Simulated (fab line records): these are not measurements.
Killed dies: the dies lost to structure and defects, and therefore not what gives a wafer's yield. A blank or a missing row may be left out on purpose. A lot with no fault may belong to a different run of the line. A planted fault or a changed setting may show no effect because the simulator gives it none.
fab line records | flow berkeley_cmos170 | part 1 of 2: steps 1 to 28 of 38
record: lots: 5 wafers: 15 last_day: 12
route steps=331 shown PWELL@52 WELLDRIVE@55 ACTIVE@60 PFIELD@79 FIELD@89
lots that met no fault: from a run of the same line without faults
start_h: hours from the record's first day to the start of the lot's first wafer shown | wait_h: time in hours since the lot's previous step | " unchanged from the row above | L1.1+2: several wafers, shown together as one row | - either no value or no given start | * or withheld: withheld | < > ~ a bound
route shown NAME@n: a module of which the file shows steps, and the number in the route of the first | usual: mean and standard deviation over wafers with no fault | same: alike in all rows | chamber/n: place in a boat | sites: each site's reading | _std_site: standard deviation of those values | _edge_site: inner sites' mean taken away from outer sites' mean | radius_mm: for every site, how far away it sits from the centre of the wafer | mask NAME#n: copy n | behind: the most recent tool/chamber to have shaped the wafer | hold: reason for holding the lot/hours on hold/outcome of the hold | device: the transistor (n, p or np) that didn't switch | end of line: the route-end tests of the same wafers | for a step that has no rows: nothing shown but its recipe | killed: not the wafer's yield, but the dies lost to structure and defects at the first sort | map: a wafer's dies, marking killed ones x, the rest . and places with no die _
set.NAME: setting as actually run; set.NAME@STEP: the setting as run at that earlier step | model.NAME: the simulator's own value behind a step, which no gauge read
a table for each step, a row for each wafer; lots at some steps of the route
services: the hour from which a tool's chamber was out of use, counted from the record's first day as start_h (under 0 if before that day), plus the number of hours and why
== steps ==
step: UCB170_PWELL_CLEAN_18
recipe: chemistry: SPM temp_c: 120 time_s: 600
columns lot.wafer tool chamber start_h wait_h
L078.3+4+5 wet_bench-01 3 82.35 0.0
L082.1+2+6 wet_bench-01 1 95.73 1.6
L083.2+3+5 wet_bench-01 0 102.30 0.1
L090.1+2+5 wet_bench-04 3 139.69 0.1
L092.2+5+6 wet_bench-02 2 148.51 0.0
step: UCB170_PWELL_WET_ETCH_19
recipe: chemistry: H3PO4 target: Si3N4 temp_c: 160 time_s: 14400
columns lot.wafer tool chamber start_h wait_h
L078.3+4+5 wet_bench-04 0 82.52 0.0
L082.1+2+6 wet_bench-01 1 95.94 0.0
L083.2+3+5 wet_bench-01 3 102.48 0.0
L090.1+2+5 wet_bench-01 0 139.88 0.0
L092.2+5+6 wet_bench-02 1 148.70 0.0
step: UCB170_PWELL_WET_ETCH_20
recipe: chemistry: BOE dilution: 5:1 target: SiO2 temp_c: 25 time_s: 22
columns lot.wafer tool chamber start_h wait_h
L078.3+4+5 wet_bench-04 3 87.70 0.8
L082.1+2+6 wet_bench-02 1 99.95 0.0
L083.2+3+5 wet_bench-04 2 106.49 0.0
L090.1+2+5 wet_bench-01 1 144.06 0.2
L092.2+5+6 wet_bench-01 2 153.19 0.1
step: UCB170_WELLDRIVE_CLEAN_00
recipe: chemistry: SPM temp_c: 120 time_s: 600
columns lot.wafer tool chamber start_h wait_h
L078.3+4+5 wet_bench-02 1 87.97 0.3
L082.1+2+6 wet_bench-01 2 99.97 0.0
L083.2+3+5 wet_bench-02 3 106.50 0.0
L090.1+2+5 wet_bench-01 0 144.07 0.0
L092.2+5+6 wet_bench-01 1 153.23 0.0
step: UCB170_WELLDRIVE_OXIDATION_01
recipe: temp_c: 1100 ambient: O2 target_thk_a: 1990 ox_time_s: 9000
usual: ox_temp_c_max: 1106.4/2.3 zone_power_centre_pct: 53.5/1.8
same: ox_time_s: 9000
columns lot.wafer tool chamber start_h wait_h ox_temp_c_max zone_power_centre_pct
L078.3 furnace-02 0 91.17 3.0 1104.0 51.3
L078.4 " 0 " " 1103.7 52.5
L078.5 " 0 " " 1103.6 50.7
L082.1 furnace-01 0 103.06 2.9 1111.0 56.7
L082.2 " 0 " " 1107.4 56.0
L082.6 " 0 " " 1107.3 55.8
L083.2 furnace-02 0 111.61 4.9 1102.9 50.9
L083.3 " 0 " " 1104.5 50.3
L083.5 " 0 " " 1103.1 50.4
L090.1 furnace-01 0 148.16 3.9 1107.8 54.9
L090.2 " 0 " " 1110.5 55.4
L090.5 " 0 " " 1108.2 54.4
L092.2 furnace-04 0 159.96 6.6 1107.8 54.6
L092.5 " 0 " " 1107.9 54.1
L092.6 " 0 " " 1107.5 53.8
step: UCB170_WELLDRIVE_THK_MEAS_02
recipe: reads: SiO2_of_WELLDRIVE_OXIDATION_01
usual: WELLDRIVE_OXIDE_THK: 198.4/3
columns lot.wafer tool chamber start_h wait_h WELLDRIVE_OXIDE_THK[nm]
L078.3 film_metro-02 - 94.69 0.0 202.1
L078.4 " - " " 196.2
L078.5 " - " " 199.6
L082.1 film_metro-04 - 106.56 0.0 198.6
L082.2 " - " " 200.6
L082.6 " - " " 201.7
L083.2 film_metro-02 - 115.21 0.1 195.2
L083.3 " - " " 196.0
L083.5 " - " " 199.1
L090.1 film_metro-02 - 151.66 0.0 194.6
L090.2 " - " " 193.5
L090.5 " - " " 192.1
L092.2 film_metro-01 - 163.47 0.0 194.1
L092.5 " - " " 194.4
L092.6 " - " " 194.9
step: UCB170_WELLDRIVE_ANNEAL_03
recipe: temp_c: 1100 time_s: 917.8 ambient: N2
usual: zone_power_centre_pct: 54.2/1.5
columns lot.wafer tool chamber start_h wait_h zone_power_centre_pct
L078.3 furnace-01 0 98.31 3.6 54.8
L078.4 " 0 " " 54.3
L078.5 " 0 " " 55.0
L082.1 furnace-04 0 112.12 5.6 53.7
L082.2 " 0 " " 53.8
L082.6 " 0 " " 54.8
L083.2 furnace-01 0 117.59 2.4 53.7
L083.3 " 0 " " 55.7
L083.5 " 0 " " 54.3
L090.1 furnace-01 0 156.33 4.7 54.9
L090.2 " 0 " " 55.9
L090.5 " 0 " " 55.6
L092.2 furnace-02 0 167.67 4.2 50.6
L092.5 " 0 " " 52.2
L092.6 " 0 " " 51.2
step: UCB170_WELLDRIVE_WET_ETCH_04
recipe: chemistry: BOE dilution: 5:1 target: SiO2 temp_c: 25 time_s: 120
columns lot.wafer tool chamber start_h wait_h
L078.3+4+5 wet_bench-02 2 99.56 0.0
L082.1+2+6 wet_bench-01 3 115.33 2.0
L083.2+3+5 wet_bench-04 1 118.93 0.1
L090.1+2+5 wet_bench-02 3 157.58 0.0
L092.2+5+6 wet_bench-01 1 168.92 0.0
step: UCB170_ACTIVE_CLEAN_00
recipe: chemistry: SPM temp_c: 120 time_s: 600
columns lot.wafer tool chamber start_h wait_h
L078.3+4+5 wet_bench-04 2 99.60 0.0
L082.1+2+6 wet_bench-01 1 115.56 0.2
L083.2+3+5 wet_bench-01 0 121.30 2.3
L090.1+2+5 wet_bench-02 0 157.63 0.0
L092.2+5+6 wet_bench-01 3 168.96 0.0
step: UCB170_ACTIVE_CLEAN_01
recipe: chemistry: dHF dilution: 25:1 time_s: 60
columns lot.wafer tool chamber start_h wait_h
L078.3+4+5 wet_bench-02 1 99.79 0.0
L082.1+2+6 wet_bench-01 1 115.81 0.1
L083.2+3+5 wet_bench-01 2 121.65 0.2
L090.1+2+5 wet_bench-02 2 157.94 0.1
L092.2+5+6 wet_bench-01 3 169.14 0.0
step: UCB170_ACTIVE_OXIDATION_02
recipe: temp_c: 1000 ambient: O2 target_thk_a: 264 ox_time_s: 1260
usual: ox_temp_c_max: 1006.8/1.6 zone_power_centre_pct: 48.4/1.1
same: ox_time_s: 1260
columns lot.wafer tool chamber start_h wait_h ox_temp_c_max zone_power_centre_pct
L078.3 furnace-04 0 99.94 0.1 1006.5 48.1
L078.4 " 0 " " 1006.7 48.2
L078.5 " 0 " " 1006.9 48.9
L082.1 furnace-01 0 118.84 3.0 1008.5 48.7
L082.2 " 0 " " 1005.9 48.9
L082.6 " 0 " " 1007.8 49.3
L083.2 furnace-01 0 126.44 4.8 1006.6 49.2
L083.3 " 0 " " 1005.4 48.2
L083.5 " 0 " " 1008.0 48.5
L090.1 furnace-01 0 165.47 7.5 1009.0 48.9
L090.2 " 0 " " 1005.4 49.8
L090.5 " 0 " " 1007.8 49.4
L092.2 furnace-04 0 173.16 4.0 1007.8 49.2
L092.5 " 0 " " 1009.2 48.7
L092.6 " 0 " " 1006.9 48.3
step: UCB170_ACTIVE_THK_MEAS_03
recipe: reads: SiO2_of_ACTIVE_OXIDATION_02
usual: ACTIVE_OXIDE_THK: 26.3/0.44
columns lot.wafer tool chamber start_h wait_h ACTIVE_OXIDE_THK[nm]
L078.3 film_metro-02 - 101.31 0.0 26.2
L078.4 " - " " 25.8
L078.5 " - " " 25.8
L082.1 film_metro-02 - 120.19 0.0 26.6
L082.2 " - " " 26.3
L082.6 " - " " 26.2
L083.2 film_metro-02 - 127.80 0.0 26.4
L083.3 " - " " 26.2
L083.5 " - " " 26.2
L090.1 film_metro-03 - 166.82 0.0 26.0
L090.2 " - " " 26.1
L090.5 " - " " 26.4
L092.2 film_metro-03 - 174.52 0.0 26.0
L092.5 " - " " 26.2
L092.6 " - " " 26.4
step: UCB170_ACTIVE_ANNEAL_04
recipe: temp_c: 1000 time_s: 900 ambient: N2
usual: zone_power_centre_pct: 48.0/1.5
columns lot.wafer tool chamber start_h wait_h zone_power_centre_pct
L078.3 furnace-02 0 105.69 4.4 45.3
L078.4 " 0 " " 44.7
L078.5 " 0 " " 46.4
L082.1 furnace-01 0 123.69 3.5 49.2
L082.2 " 0 " " 49.0
L082.6 " 0 " " 49.3
L083.2 furnace-04 0 134.22 6.4 47.4
L083.3 " 0 " " 48.5
L083.5 " 0 " " 48.3
L090.1 furnace-04 0 171.91 5.1 48.6
L090.2 " 0 " " 48.5
L090.5 " 0 " " 47.6
L092.2 furnace-01 0 178.16 3.6 49.0
L092.5 " 0 " " 48.6
L092.6 " 0 " " 48.3
step: UCB170_ACTIVE_CVD_05
recipe: material: Si3N4 target_thk_nm: 220 temp_c: 800 precursor: SiH2Cl2/NH3 time_s: 3300 pressure_mtorr: 200 sih2cl2_flow_sccm: 25 nh3_flow_sccm: 75
usual: zone_power_centre_pct: 39/3.5
columns lot.wafer tool chamber start_h wait_h zone_power_centre_pct
L078.3 lpcvd-01 1 108.14 1.2 37
L078.4 " 1 " " 36
L078.5 " 1 " " 36
L082.1 lpcvd-02 0 124.94 0.0 41
L082.2 " 0 " " 40
L082.6 " 0 " " 40
L083.2 lpcvd-02 1 135.47 0.0 42
L083.3 " 1 " " 42
L083.5 " 1 " " 43
L090.1 lpcvd-02 1 173.16 0.0 42
L090.2 " 1 " " 44
L090.5 " 1 " " 42
L092.2 lpcvd-02 0 179.41 0.0 41
L092.5 " 0 " " 41
L092.6 " 0 " " 41
step: UCB170_ACTIVE_THK_MEAS_06
recipe: reads: Si3N4_of_ACTIVE_CVD_05
usual: ACTIVE_NITRIDE_THK: 220/3.1
columns lot.wafer tool chamber start_h wait_h ACTIVE_NITRIDE_THK[nm]
L078.3 film_metro-02 - 111.03 0.0 216
L078.4 " - " " 215
L078.5 " - " " 216
L082.1 film_metro-02 - 126.86 0.0 217
L082.2 " - " " 218
L082.6 " - " " 218
L083.2 film_metro-04 - 137.40 0.0 221
L083.3 " - " " 222
L083.5 " - " " 224
L090.1 film_metro-03 - 175.13 0.1 224
L090.2 " - " " 225
L090.5 " - " " 225
L092.2 film_metro-03 - 181.33 0.0 222
L092.5 " - " " 223
L092.6 " - " " 221
step: UCB170_ACTIVE_HMDS_07
recipe: prime_time_s: 60 prime_temp_c: 100
usual: resist_line_temp_C: 23.02/0.11
columns lot.wafer tool chamber start_h wait_h resist_line_temp_C
L078.3 litho_track-03 0 111.96 0.9 22.94
L078.4 " 0 " " 22.98
L078.5 " 0 " " 23.13
L082.1 litho_track-04 0 126.92 0.1 23.06
L082.2 " 0 " " 23.06
L082.6 " 0 " " 23.09
L083.2 litho_track-04 0 137.97 0.6 22.96
L083.3 " 0 " " 22.92
L083.5 " 0 " " 22.88
L090.1 litho_track-04 0 175.19 0.1 22.94
L090.2 " 0 " " 23.08
L090.5 " 0 " " 23.12
L092.2 litho_track-04 0 181.61 0.3 23.04
L092.5 " 0 " " 22.99
L092.6 " 0 " " 22.96
step: UCB170_ACTIVE_COAT_08
recipe: resist: KrF spin_rpm: 1500 resist_thk_nm: 900
usual: resist_line_temp_C: 23.01/0.11
columns lot.wafer tool chamber start_h wait_h resist_line_temp_C
L078.3 litho_track-03 0 112.11 0.1 22.81
L078.4 " 0 " " 23.07
L078.5 " 0 " " 22.81
L082.1 litho_track-04 0 127.07 0.1 23.18
L082.2 " 0 " " 23.11
L082.6 " 0 " " 22.80
L083.2 litho_track-04 0 138.12 0.1 23.07
L083.3 " 0 " " 23.09
L083.5 " 0 " " 22.86
L090.1 litho_track-04 0 175.34 0.1 22.78
L090.2 " 0 " " 22.81
L090.5 " 0 " " 22.70
L092.2 litho_track-04 0 181.76 0.1 23.04
L092.5 " 0 " " 22.94
L092.6 " 0 " " 23.11
step: UCB170_ACTIVE_SOFTBAKE_09
recipe: resist: KrF temp_c: 130 time_s: 60
usual: resist_line_temp_C: 22.99/0.11
columns lot.wafer tool chamber start_h wait_h resist_line_temp_C
L078.3 litho_track-03 0 112.26 0.1 23.06
L078.4 " 0 " " 23.04
L078.5 " 0 " " 23.09
L082.1 litho_track-04 0 127.22 0.1 22.82
L082.2 " 0 " " 22.87
L082.6 " 0 " " 23.07
L083.2 litho_track-04 0 138.27 0.1 23.06
L083.3 " 0 " " 22.84
L083.5 " 0 " " 22.83
L090.1 litho_track-04 0 175.49 0.1 23.18
L090.2 " 0 " " 22.92
L090.5 " 0 " " 22.98
L092.2 litho_track-04 0 181.91 0.1 23.07
L092.5 " 0 " " 23.08
L092.6 " 0 " " 22.95
step: UCB170_ACTIVE_EXPOSE_10
recipe: mask_id: ACTIVE target_cd_nm: 1200 na: 0.5 sigma_outer: 0.6 source_shape: conventional dose_mj: 20
columns lot.wafer tool chamber start_h wait_h mask
L078.3+4+5 krf_scanner-01 0 112.41 0.1 ACTIVE#0
L082.1+2+6 krf_scanner-02 0 127.74 0.5 ACTIVE#0
L083.2+3+5 krf_scanner-01 0 138.59 0.3 ACTIVE#0
L090.1+2+5 krf_scanner-01 0 175.82 0.3 ACTIVE#0
L092.2+5+6 krf_scanner-01 0 182.05 0.1 ACTIVE#0
step: UCB170_ACTIVE_PEB_11
recipe: peb_temp_c: 130 peb_time_s: withheld resist: KrF
usual: resist_line_temp_C: 23.00/0.1
columns lot.wafer tool chamber start_h wait_h resist_line_temp_C
L078.3 litho_track-03 0 112.96 0.5 23.09
L078.4 " 0 " " 23.07
L078.5 " 0 " " 22.93
L082.1 litho_track-02 0 128.09 0.3 23.03
L082.2 " 0 " " 22.88
L082.6 " 0 " " 23.17
L083.2 litho_track-04 0 138.74 0.1 23.02
L083.3 " 0 " " 23.07
L083.5 " 0 " " 23.06
L090.1 litho_track-03 0 176.03 0.2 23.17
L090.2 " 0 " " 22.90
L090.5 " 0 " " 23.05
L092.2 litho_track-02 0 182.18 0.1 23.04
L092.5 " 0 " " 22.92
L092.6 " 0 " " 23.10
step: UCB170_ACTIVE_DEVELOP_12
recipe: developer: TMAH develop_time_s: 45 resist: KrF dev_temp_c: 21
usual: resist_line_temp_C: 22.99/0.099
columns lot.wafer tool chamber start_h wait_h resist_line_temp_C
L078.3 litho_track-03 0 - - 23.00
L078.4 " 0 " " 22.93
L078.5 " 0 " " 22.97
L082.1 litho_track-02 0 - - 23.00
L082.2 " 0 " " 22.94
L082.6 " 0 " " 22.96
L083.2 litho_track-04 0 - - 23.11
L083.3 " 0 " " 22.92
L083.5 " 0 " " 23.04
L090.1 litho_track-03 0 - - 22.87
L090.2 " 0 " " 23.01
L090.5 " 0 " " 22.91
L092.2 litho_track-02 0 - - 22.87
L092.5 " 0 " " 22.95
L092.6 " 0 " " 22.99
step: UCB170_ACTIVE_CD_MEAS_13
recipe: target_cd_nm: 1200
usual: cd_nm: 1199.5/1.2
columns lot.wafer tool chamber start_h wait_h cd_nm
L078.3 cd_sem-02 - 113.22 - 1200.0
L078.4 " - " " 1200.8
L078.5 " - " " 1200.4
L082.1 cd_sem-02 - 128.37 - 1197.7
L082.2 " - " " 1198.2
L082.6 " - " " 1197.5
L083.2 cd_sem-02 - 139.01 - 1198.8
L083.3 " - " " 1199.9
L083.5 " - " " 1200.4
L090.1 cd_sem-02 - 176.31 - 1197.7
L090.2 " - " " 1199.5
L090.5 " - " " 1199.1
L092.2 cd_sem-01 - 182.45 - 1197.4
L092.5 " - " " 1199.1
L092.6 " - " " 1197.8
step: UCB170_ACTIVE_OVL_MEAS_14
usual: ACTIVE_OVL: 0/4.3
columns lot.wafer tool chamber start_h wait_h ACTIVE_OVL[nm]
L078.3 overlay-02 - 113.32 0.1 1
L078.4 " - " " 1
L078.5 " - " " -1
L082.1 overlay-01 - 128.49 0.1 -1
L082.2 " - " " -5
L082.6 " - " " -3
L083.2 overlay-02 - 139.12 0.1 -1
L083.3 " - " " -4
L083.5 " - " " 3
L090.1 overlay-01 - 176.43 0.1 3
L090.2 " - " " 4
L090.5 " - " " 3
L092.2 overlay-02 - 182.55 0.1 -3
L092.5 " - " " 11
L092.6 " - " " 7
step: UCB170_ACTIVE_ETCH_15
recipe: chemistry: CH3F/Ar/O2 target: Si3N4 stop_on: SiO2 CH3F_flow_sccm: 20 Ar_flow_sccm: 50 O2_flow_sccm: 7 pressure_mtorr: 50 rf_w: 450 target_depth_a: 2420 over_etch_frac: 0.09192 time_s: 151
usual: drypump_motor_current_A: 5.7/0.36 oes_product_au: 0.943/0.015 throttle_valve_pct: 8.05/0.11
columns lot.wafer tool chamber start_h wait_h drypump_motor_current_A oes_product_au rf_hours_counter_h throttle_valve_pct
L078.3 rie_diel-02 2 113.34 0.0 6.0 0.913 0 8.16
L078.4 " 1 " " 5.3 0.943 105 8.04
L078.5 " 3 " " 6.1 0.936 - 8.02
L082.1 rie_diel-02 3 128.53 0.0 6.1 0.945 2 8.00
L082.2 " 2 " " 6.0 0.921 1 8.16
L082.6 " 0 " " 5.2 0.935 - 8.18
L083.2 rie_diel-04 2 139.15 0.0 6.0 0.963 109 8.08
L083.3 " 3 " " 5.7 0.957 83 8.07
L083.5 " 1 " " 5.9 0.963 - 8.07
L090.1 rie_diel-04 3 176.46 0.0 5.7 0.958 84 8.08
L090.2 " 0 " " 5.6 0.932 9 7.86
L090.5 " 0 " " 5.6 0.935 - 7.85
L092.2 rie_diel-03 3 182.58 0.0 5.7 0.946 0 8.17
L092.5 " 2 " " 4.8 0.946 - 7.86
L092.6 " 3 " " 5.7 0.938 - 8.18
step: UCB170_ACTIVE_STRIP_16
recipe: chemistry: O2 power_w: 400 pressure_mtorr: 3500 platen_temp_c: withheld o2_flow_sccm: 400 overash_fraction: 0.5
usual: drypump_motor_current_A: 5.7/0.73 o2_flow_sccm: 399.9/1.3 oes_product_au: 0.721/0.0046 strip_time_to_endpoint_s: 18.08/0.12
columns lot.wafer tool chamber start_h wait_h drypump_motor_current_A o2_flow_sccm oes_product_au rf_hours_counter_h strip_time_to_endpoint_s
L078.3 plasma_asher-01 0 113.47 0.1 4.8 398.2 0.720 - 18.17
L078.4 " 1 " " 6.2 399.8 0.728 - 18.26
L078.5 " 1 " " 6.1 400.5 0.728 - 18.15
L082.1 plasma_asher-01 0 128.63 0.1 4.8 402.0 0.724 39 18.11
L082.2 " 1 " " 6.2 397.9 0.722 39 17.95
L082.6 " 1 " " 6.2 398.1 0.717 - 18.10
L083.2 plasma_asher-02 1 139.25 0.1 5.5 402.0 0.717 1 17.81
L083.3 " 1 " " 5.5 398.6 0.718 - 17.98
L083.5 " 0 " " 6.5 398.9 0.723 - 18.09
L090.1 plasma_asher-03 1 176.56 0.1 6.5 399.4 0.724 45 18.03
L090.2 " 0 " " 5.0 399.4 0.722 45 17.97
L090.5 " 0 " " 5.0 400.3 0.725 - 17.94
L092.2 plasma_asher-03 1 182.68 0.1 6.5 400.5 0.725 46 18.06
L092.5 " 1 " " 6.5 399.5 0.719 - 17.95
L092.6 " 0 " " 5.0 400.1 0.722 - 18.16
step: UCB170_ACTIVE_CD_MEAS_90
recipe: target_cd_nm: 1200
usual: cd_nm: 1199.5/1.2
columns lot.wafer tool chamber start_h wait_h cd_nm
L078.3 cd_sem-01 - 113.58 0.1 1200.0
L078.4 " - " " 1200.3
L078.5 " - " " 1200.4
L082.1 cd_sem-02 - 128.73 0.1 1197.7
L082.2 " - " " 1197.5
L082.6 " - " " 1197.7
L083.2 cd_sem-01 - 139.37 0.1 1198.8
L083.3 " - " " 1200.1
L083.5 " - " " 1200.3
L090.1 cd_sem-02 - 176.70 0.1 1197.8
L090.2 " - " " 1199.6
L090.5 " - " " 1198.9
L092.2 cd_sem-02 - 182.80 0.1 1197.9
L092.5 " - " " 1199.3
L092.6 " - " " 1197.8
step: UCB170_ACTIVE_CLEAN_17
recipe: chemistry: SPM temp_c: 120 time_s: 600
columns lot.wafer tool chamber start_h wait_h
L078.3+4+5 wet_bench-01 1 115.37 1.8
L082.1+2+6 wet_bench-01 0 128.85 0.1
L083.2+3+5 wet_bench-04 1 139.47 0.1
L090.1+2+5 wet_bench-01 2 176.99 0.3
L092.2+5+6 wet_bench-04 0 183.41 0.6
step: UCB170_PFIELD_HMDS_00
recipe: prime_time_s: 60 prime_temp_c: 100
usual: resist_line_temp_C: 23.01/0.12
columns lot.wafer tool chamber start_h wait_h resist_line_temp_C
L078.3 litho_track-02 0 115.73 0.2 23.04
L078.4 " 0 " " 23.00
L078.5 " 0 " " 23.06
L082.1 litho_track-01 0 129.24 0.2 22.89
L082.2 " 0 " " 22.79
L082.6 " 0 " " 22.94
L083.2 litho_track-01 0 140.05 0.4 23.05
L083.3 " 0 " " 22.98
L083.5 " 0 " " 23.12
L090.1 litho_track-04 0 177.70 0.5 23.07
L090.2 " 0 " " 23.16
L090.5 " 0 " " 23.08
L092.2 litho_track-01 0 183.65 0.0 23.13
L092.5 " 0 " " 22.92
L092.6 " 0 " " 23.06
